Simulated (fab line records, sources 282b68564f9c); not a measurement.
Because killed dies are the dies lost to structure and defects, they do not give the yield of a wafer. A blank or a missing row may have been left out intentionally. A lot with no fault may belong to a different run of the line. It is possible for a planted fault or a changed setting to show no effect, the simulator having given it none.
fab line records | flow rit-cmos
record: lots: 15 | wafers: 45 | last-day: 19
route steps=202 shown PLDD@119
lots untouched by any fault: they come from a run of this same line in which no faults occurred
start-h: start of the lot's first displayed wafer, in hours after the record's first day | wait-h: hours elapsed since this lot's preceding step | " same as the row above | L1.1+2: one row covering several wafers at once | - no value present, or no start provided | * or withheld: withheld | < > ~ a bound
route shown NAME@n: names a module that has steps shown in the file, with the first one's number in the route | usual: mean and standard deviation over wafers with no fault | same: alike in all rows | chamber/n: place in a boat | sites: per-site readings | _std_site: standard deviation of those values | _edge_site: outer sites' mean less inner sites' | radius-mm: how far each site lies from the wafer's centre | mask NAME#n: copy n | behind: the tool/chamber that last shaped the wafer | hold: what put the lot on hold/how long, in hours/how the hold closed | device: which transistor (n, p or np) failed to switch | end of line: tests run on the same wafers once the route is complete | a step without rows: its recipe alone | killed: at the first sort, the dies lost to defects and structure; wafer yield is something else | map: dies across one wafer; x = killed, . = not, _ = none there
set.NAME: the setting as run; set.NAME@STEP: as run at that earlier step | model.NAME: the simulator's own value behind a step, which no gauge read
a sample of lots followed through the steps of the route, with each step as a table and each wafer as a row
== steps ==
step: RIT_PLDD_DEVELOP_05
recipe: resist: NOVOLAK | develop-time-s: 50 | dev-temp-c: 23
usual: chill-plate-temp-C: 22.98/0.099 | develop-time-s: 50/0 | resist-line-temp-C: 22.98/0.097
lot.wafer | tool           | chamber | start-h | wait-h | chill-plate-temp-C | develop-time-s | resist-line-temp-C
L525.1    | litho-track-02 | 0       | 44      | -      | 22.84              | 50             | 22.99
L525.2    | "              | 0       | "       | "      | 22.97              | 50             | 23.06
L525.5    | "              | 0       | "       | "      | 22.86              | 50             | 23.11
L526.1    | litho-track-03 | 0       | 47      | -      | 23.07              | 50             | 22.89
L526.3    | "              | 0       | "       | "      | 23.22              | 50             | 23.00
L526.4    | "              | 0       | "       | "      | 23.12              | 50             | 22.92
L527.2    | litho-track-03 | 0       | 59      | -      | 23.08              | 50             | 23.07
L527.4    | "              | 0       | 60      | -      | 23.20              | 50             | 23.05
L527.6    | "              | 0       | "       | "      | 23.17              | 50             | 23.08
L528.1    | litho-track-03 | 0       | 67      | -      | 23.10              | 50             | 23.05
L528.2    | "              | 0       | "       | "      | 23.05              | 50             | 22.93
L528.6    | "              | 0       | "       | "      | 23.03              | 50             | 22.71
L529.1    | litho-track-02 | 0       | 73      | -      | 22.89              | 50             | 22.97
L529.2    | "              | 0       | "       | "      | 22.86              | 50             | 23.10
L529.5    | "              | 0       | "       | "      | 22.92              | 50             | 23.00
L532.2    | litho-track-02 | 0       | 86      | -      | 22.99              | 50             | 23.00
L532.5    | "              | 0       | "       | "      | 22.79              | 50             | 22.97
L532.6    | "              | 0       | "       | "      | 22.94              | 50             | 22.92
L534.1    | litho-track-02 | -       | 103     | -      | -                  | -              | -
L534.2    | "              | -       | "       | "      | -                  | -              | -
L534.4    | "              | -       | "       | "      | -                  | -              | -
L535.3    | litho-track-02 | -       | 104     | -      | -                  | -              | -
L535.4    | "              | -       | "       | "      | -                  | -              | -
L535.5    | "              | -       | "       | "      | -                  | -              | -
L536.3    | litho-track-03 | -       | 104     | -      | -                  | -              | -
L536.4    | "              | -       | "       | "      | -                  | -              | -
L536.5    | "              | -       | "       | "      | -                  | -              | -
L539.2    | litho-track-04 | 0       | 122     | -      | 23.10              | 50             | 23.09
L539.4    | "              | 0       | "       | "      | 22.87              | 50             | 22.95
L539.5    | "              | 0       | "       | "      | 23.02              | 50             | 22.94
L541.2    | litho-track-03 | 0       | 133     | -      | 23.05              | 50             | 22.95
L541.3    | "              | 0       | "       | "      | 23.02              | 50             | 22.92
L541.4    | "              | 0       | "       | "      | 22.98              | 50             | 23.06
L542.1    | litho-track-03 | 0       | 134     | -      | 22.99              | 50             | 23.00
L542.2    | "              | 0       | "       | "      | 22.92              | 50             | 23.12
L542.3    | "              | 0       | "       | "      | 22.92              | 50             | 23.03
L543.2    | litho-track-02 | 0       | 139     | -      | 22.92              | 50             | 22.89
L543.3    | "              | 0       | "       | "      | 23.06              | 50             | 22.94
L543.6    | "              | 0       | "       | "      | 23.11              | 50             | 22.82
L546.2    | litho-track-03 | 0       | 154     | -      | 22.96              | 50             | 22.93
L546.3    | "              | 0       | "       | "      | 22.83              | 50             | 23.04
L546.6    | "              | 0       | "       | "      | 22.90              | 50             | 23.08
L547.2    | litho-track-03 | 0       | 434     | -      | 22.97              | 50             | 22.85
L547.4    | "              | 0       | "       | "      | 23.08              | 50             | 22.83
L547.5    | "              | 0       | "       | "      | 23.15              | 50             | 22.88
== key ==
first-sign: step: RIT_PLDD_DEVELOP_05 | reading: tool-record | direction: missing
effect none on later readings
met-at RIT_PLDD_DEVELOP_05
struck-lots L534,L535,L536
sort-left-out L534.1,L534.2,L534.4,L535.3,L535.4,L535.5,L536.3,L536.4,L536.5
tester-left-out L534,L535,L536
onset-between 86 103
fault: kind: skipped-step-whole | tool: litho-track-02,litho-track-03 | chamber: - | onset-h: 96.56 | steps: RIT_PLDD_DEVELOP_05 | scope: struck-lots-only
tester-left-out: of these lots the tester's yield and bins aren't shown, on N5 and GAA mostly nor the transistor test; their killed dies are dies lost to structure and defects alone, not to doping, threshold or leakage, so they don't give the yield
sort-left-out: the simulated sort isn't trusted on such a fault, so these wafers' sort isn't shown, and their yield isn't known
